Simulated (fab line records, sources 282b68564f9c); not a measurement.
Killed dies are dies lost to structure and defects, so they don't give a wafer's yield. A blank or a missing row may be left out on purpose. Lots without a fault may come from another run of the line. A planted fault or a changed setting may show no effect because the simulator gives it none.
Split-lot experiment | flow rit_cmos | 5 lots, 23 wafers read, on a route of 202 steps

THE SPLIT
At RIT_NSD_COAT_01 (resist thk 1000 nm), the setting resist_thk_nm was moved away from the recipe's 1000 nm on 6 of the 23 wafers read, by -5.4% to +5.5%. The other wafers ran this setting at the recipe's value.

FROM THE SPLIT TO THE READING: what the file shows between them, 3 steps
- RIT_NSD_SOFTBAKE_02: time 60 s
- RIT_NSD_EXPOSE_03: exposes mask M9, target cd 40700 nm
- RIT_NSD_DEVELOP_05: develop time 50 s

THE READING
NOVOLAK_of_NSD_COAT_01.thk_nm (the simulator's own value, which no gauge read), in nm, at RIT_NSD_HARDBAKE_07 (time 60 s). The file gives no usual value for it. The 17 wafers here that ran the recipe average 885.4 nm, standard deviation 1.9 nm.

wafer  | tool, chamber at the split | resist_thk_nm as run, nm | against the recipe | NOVOLAK_of_NSD_COAT_01.thk_nm, nm | against lot-mates on the recipe
L074.1 | litho_track-01, 0          | 1000                     | recipe             | 885.6                             | -
L074.3 | litho_track-01, 0          | 1000                     | recipe             | 886.8                             | -
L074.4 | litho_track-01, 0          | 1000                     | recipe             | 888.7                             | -
L074.5 | litho_track-01, 0          | 955                      | -4.5%              | 846.9                             | -40.1
L074.6 | litho_track-01, 0          | 955                      | -4.5%              | 845.8                             | -41.2
L077.1 | litho_track-03, 0          | 1000                     | recipe             | 883.9                             | -
L077.2 | litho_track-03, 0          | 1000                     | recipe             | 885.2                             | -
L077.3 | litho_track-03, 0          | 1000                     | recipe             | 882.7                             | -
L077.4 | litho_track-03, 0          | 1000                     | recipe             | 886                               | -
L077.5 | litho_track-03, 0          | 1000                     | recipe             | 881.4                             | -
L078.2 | litho_track-04, 0          | 1000                     | recipe             | 887.4                             | -
L078.3 | litho_track-04, 0          | 1000                     | recipe             | 887.4                             | -
L078.6 | litho_track-04, 0          | 1000                     | recipe             | 888.6                             | -
L080.2 | litho_track-04, 0          | 1055                     | +5.5%              | 933.9                             | +49.1
L080.3 | litho_track-04, 0          | 1000                     | recipe             | 885.2                             | -
L080.4 | litho_track-04, 0          | 1000                     | recipe             | 885.1                             | -
L080.5 | litho_track-04, 0          | 1000                     | recipe             | 884.2                             | -
L080.6 | litho_track-04, 0          | 1055                     | +5.5%              | 934.2                             | +49.4
L084.2 | litho_track-04, 0          | 945.9                    | -5.4%              | 835.1                             | -49.2
L084.3 | litho_track-04, 0          | 1000                     | recipe             | 883.3                             | -
L084.4 | litho_track-04, 0          | 945.9                    | -5.4%              | 836.3                             | -48.0
L084.5 | litho_track-04, 0          | 1000                     | recipe             | 885.2                             | -
L084.6 | litho_track-04, 0          | 1000                     | recipe             | 884.5                             | -

THE FIT
A straight line over all 23 wafers: NOVOLAK_of_NSD_COAT_01.thk_nm changes by +8.92 nm for each +1% of resist_thk_nm; r = +1.00; the points scatter about the line by 1.9 nm.
The same after taking each lot's own level away (the mean of its wafers on the recipe; 23 wafers): +8.98 nm for each +1%; r = +1.00; scatter 1.1 nm.
On that fit, the largest move of resist_thk_nm shifts the reading by 49 nm.
The lots' own levels span 883.84 to 887.80 nm, that is 2.0 times the standard deviation above.
So the lot-to-lot level changes the slope little: the two slopes agree.
Check: with one of the wafers moved furthest among these (+5.5%) left out of the fit, the line predicts +49.5 nm for it against its lot-mates. It came out at +49.1 nm against them.

OTHER SPLITS ON THESE WAFERS
These wafers also went through other splits before the reading. Each is held against what the fit with the lots' levels taken away leaves over:
other split on the same wafers   | wafers away from the commonest value | r with NOVOLAK_of_NSD_COAT_01.thk_nm (lot level and that fit taken away)
RIT_ACTIVE_OXIDATION_01 temp_c   | 10                                   | +0.02
RIT_ACTIVE_COAT_06 spin_rpm      | 6                                    | -0.25
RIT_PWELL_IMPLANT_08 dose_cm2    | 6                                    | +0.03
RIT_NRETRO_IMPLANT_08 dose_cm2   | 10                                   | -0.02
RIT_PRETRO_IMPLANT_08 energy_kev | 6                                    | +0.08
RIT_GATE_CVD_08 time_s           | 15                                   | +0.00
RIT_NLDD_IMPLANT_08 dose_cm2     | 7                                    | -0.29
RIT_PLDD_IMPLANT_08 energy_kev   | 6                                    | +0.33
RIT_SPACER_CVD_03 time_s         | 18                                   | -0.02

THE WHOLE CHAIN: every reading that the file lists as answering this split, in the file's order
step                | what it does       | reading                                                                        | change (the file's fit)              | r (the file's)
RIT_NSD_COAT_01     | resist thk 1000 nm | NOVOLAK_of_NSD_COAT_01.thk_nm (the simulator's own value, which no gauge read) | +10.3 nm for each +1% of the setting | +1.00
RIT_NSD_HARDBAKE_07 | time 60 s          | NOVOLAK_of_NSD_COAT_01.thk_nm (the simulator's own value, which no gauge read) | +8.98 nm for each +1% of the setting | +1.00

THE FILE'S OWN FIT
NOVOLAK_of_NSD_COAT_01.thk_nm changes by +8.98 nm for each +1% of resist_thk_nm, r = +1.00.
